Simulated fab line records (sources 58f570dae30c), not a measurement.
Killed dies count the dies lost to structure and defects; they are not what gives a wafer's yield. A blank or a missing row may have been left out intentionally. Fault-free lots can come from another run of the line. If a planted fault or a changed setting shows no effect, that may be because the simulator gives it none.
Split-lot experiment :: flow berkeley_cmos170 :: 5 lots, 23 wafers read, on a route of 331 steps

ON THE SPLIT
At UCB170_M3_SPUTTER_01 (material Al, target thk 900 nm, time 120 s), the setting power_w was moved away from the recipe's 6000 W on 9 of the 23 wafers read, by -11.4% to +4.8%. This setting was run at the recipe's value on the other wafers.

FROM THE SPLIT TO THE READING: what the file shows between them, 4 steps
- UCB170_M3_RS_MEAS_02: measures by four-point-probe
- UCB170_M3_THK_MEAS_03: measures by xrf
- UCB170_M3_COAT_10: resist thk 900 nm (also split here: spin_rpm)
- UCB170_M3_ETCH_17: etches BARC in N2/H2 (also split here: source_w)

THE READING
oes_product_au, in a.u., at UCB170_M3_METAL_ETCH_18 (etches Al in Cl2/BCl3, stops on SiO2, target depth 1170 nm, time 195 s). Fault-free wafers of this fab line usually give 0.855 a.u., standard deviation 0.013 a.u.

wafer: L075.1
tool, chamber at the split: pvd_sputter-04, -
power_w as run, W: 6000
against the recipe: recipe
oes_product_au, a.u.: 0.858
against lot-mates on the recipe: -

wafer: L075.3
tool, chamber at the split: pvd_sputter-04, -
power_w as run, W: 5318
against the recipe: -11.4%
oes_product_au, a.u.: 0.808
against lot-mates on the recipe: -0.057

wafer: L075.4
tool, chamber at the split: pvd_sputter-04, -
power_w as run, W: 5318
against the recipe: -11.4%
oes_product_au, a.u.: 0.803
against lot-mates on the recipe: -0.062

wafer: L075.5
tool, chamber at the split: pvd_sputter-04, -
power_w as run, W: 6000
against the recipe: recipe
oes_product_au, a.u.: 0.864
against lot-mates on the recipe: -

wafer: L075.6
tool, chamber at the split: pvd_sputter-04, -
power_w as run, W: 6000
against the recipe: recipe
oes_product_au, a.u.: 0.873
against lot-mates on the recipe: -

wafer: L078.1
tool, chamber at the split: pvd_sputter-01, -
power_w as run, W: 6000
against the recipe: recipe
oes_product_au, a.u.: 0.862
against lot-mates on the recipe: -

wafer: L078.5
tool, chamber at the split: pvd_sputter-01, -
power_w as run, W: 6000
against the recipe: recipe
oes_product_au, a.u.: 0.863
against lot-mates on the recipe: -

wafer: L078.6
tool, chamber at the split: pvd_sputter-01, -
power_w as run, W: 6000
against the recipe: recipe
oes_product_au, a.u.: 0.863
against lot-mates on the recipe: -

wafer: L082.1
tool, chamber at the split: pvd_sputter-01, -
power_w as run, W: 6000
against the recipe: recipe
oes_product_au, a.u.: 0.862
against lot-mates on the recipe: -

wafer: L082.2
tool, chamber at the split: pvd_sputter-01, -
power_w as run, W: 6000
against the recipe: recipe
oes_product_au, a.u.: 0.853
against lot-mates on the recipe: -

wafer: L082.3
tool, chamber at the split: pvd_sputter-01, -
power_w as run, W: 6000
against the recipe: recipe
oes_product_au, a.u.: 0.865
against lot-mates on the recipe: -

wafer: L082.5
tool, chamber at the split: pvd_sputter-01, -
power_w as run, W: 5611
against the recipe: -6.5%
oes_product_au, a.u.: 0.816
against lot-mates on the recipe: -0.044

wafer: L082.6
tool, chamber at the split: pvd_sputter-01, -
power_w as run, W: 5611
against the recipe: -6.5%
oes_product_au, a.u.: 0.826
against lot-mates on the recipe: -0.034

wafer: L085.1
tool, chamber at the split: pvd_sputter-03, -
power_w as run, W: 6000
against the recipe: recipe
oes_product_au, a.u.: 0.868
against lot-mates on the recipe: -

wafer: L085.2
tool, chamber at the split: pvd_sputter-03, -
power_w as run, W: 6000
against the recipe: recipe
oes_product_au, a.u.: 0.858
against lot-mates on the recipe: -

wafer: L085.4
tool, chamber at the split: pvd_sputter-03, -
power_w as run, W: 6285
against the recipe: +4.8%
oes_product_au, a.u.: 0.886
against lot-mates on the recipe: +0.024

wafer: L085.5
tool, chamber at the split: pvd_sputter-03, -
power_w as run, W: 6000
against the recipe: recipe
oes_product_au, a.u.: 0.861
against lot-mates on the recipe: -

wafer: L085.6
tool, chamber at the split: pvd_sputter-03, -
power_w as run, W: 6285
against the recipe: +4.8%
oes_product_au, a.u.: 0.884
against lot-mates on the recipe: +0.022

wafer: L084.1
tool, chamber at the split: pvd_sputter-01, -
power_w as run, W: 5372
against the recipe: -10.5%
oes_product_au, a.u.: 0.814
against lot-mates on the recipe: -0.051

wafer: L084.2
tool, chamber at the split: pvd_sputter-01, -
power_w as run, W: 5372
against the recipe: -10.5%
oes_product_au, a.u.: 0.807
against lot-mates on the recipe: -0.058

wafer: L084.3
tool, chamber at the split: pvd_sputter-01, -
power_w as run, W: 5372
against the recipe: -10.5%
oes_product_au, a.u.: 0.824
against lot-mates on the recipe: -0.041

wafer: L084.4
tool, chamber at the split: pvd_sputter-01, -
power_w as run, W: 6000
against the recipe: recipe
oes_product_au, a.u.: 0.862
against lot-mates on the recipe: -

wafer: L084.6
tool, chamber at the split: pvd_sputter-01, -
power_w as run, W: 6000
against the recipe: recipe
oes_product_au, a.u.: 0.868
against lot-mates on the recipe: -

FIT RESULTS
A straight line over all 23 wafers: oes_product_au changes by +0.00492 a.u. for each +1% of power_w; r = +0.97; the points scatter about the line by 0.006 a.u.
The same after taking each lot's own level away (the mean of its wafers on the recipe; 23 wafers): +0.00505 a.u. for each +1%; r = +0.98; scatter 0.0053 a.u.
Per that fit: largest power_w move, reading shift of 0.057 a.u.
The span of the lots' own levels, 0.8600 to 0.8650 a.u., comes to 0.4 times the standard deviation stated above.
So the lot-to-lot level changes the slope little: the two slopes agree.
Check: for one of the wafers moved furthest among these (-11.4%), held out of the fit, the line's prediction against its lot-mates is -0.0581 a.u. Against them it came out at -0.057 a.u.

OTHER SPLITS APPLIED TO THESE WAFERS
These wafers also went through other splits before the reading. Each is held against what the fit with the lots' levels taken away leaves over:
other split on the same wafers: UCB170_V2_PEB_10 peb_temp_c
wafers away from the commonest value: 5
r with oes_product_au (lot level and that fit taken away): +0.18

other split on the same wafers: UCB170_M3_COAT_10 spin_rpm
wafers away from the commonest value: 10
r with oes_product_au (lot level and that fit taken away): -0.18

other split on the same wafers: UCB170_M3_ETCH_17 source_w
wafers away from the commonest value: 7
r with oes_product_au (lot level and that fit taken away): +0.09

THE WHOLE CHAIN: every reading that the file lists as answering this split, in the file's order
step: UCB170_M3_SPUTTER_01
what it does: material Al, target thk 900 nm, time 120 s
reading: Al_of_M3_SPUTTER_01.thk_nm (the simulator's own value, which no gauge read)
change (the file's fit): +9.71 nm for each +1% of the setting
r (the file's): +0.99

step: UCB170_M3_RS_MEAS_02
what it does: measures by four-point-probe
reading: M3_AL_RS
change (the file's fit): -0.000393 for each +1% of the setting
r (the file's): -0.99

step: UCB170_M3_THK_MEAS_03
what it does: measures by xrf
reading: M3_AL_THK
change (the file's fit): +9.41 for each +1% of the setting
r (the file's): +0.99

step: UCB170_M3_METAL_ETCH_18
what it does: etches Al in Cl2/BCl3, stops on SiO2, target depth 1170 nm, time 195 s
reading: oes_product_au
change (the file's fit): +0.00513 a.u. for each +1% of the setting
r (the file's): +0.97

FILE'S OWN FIT
oes_product_au changes by +0.00513 a.u. for each +1% of power_w, r = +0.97.
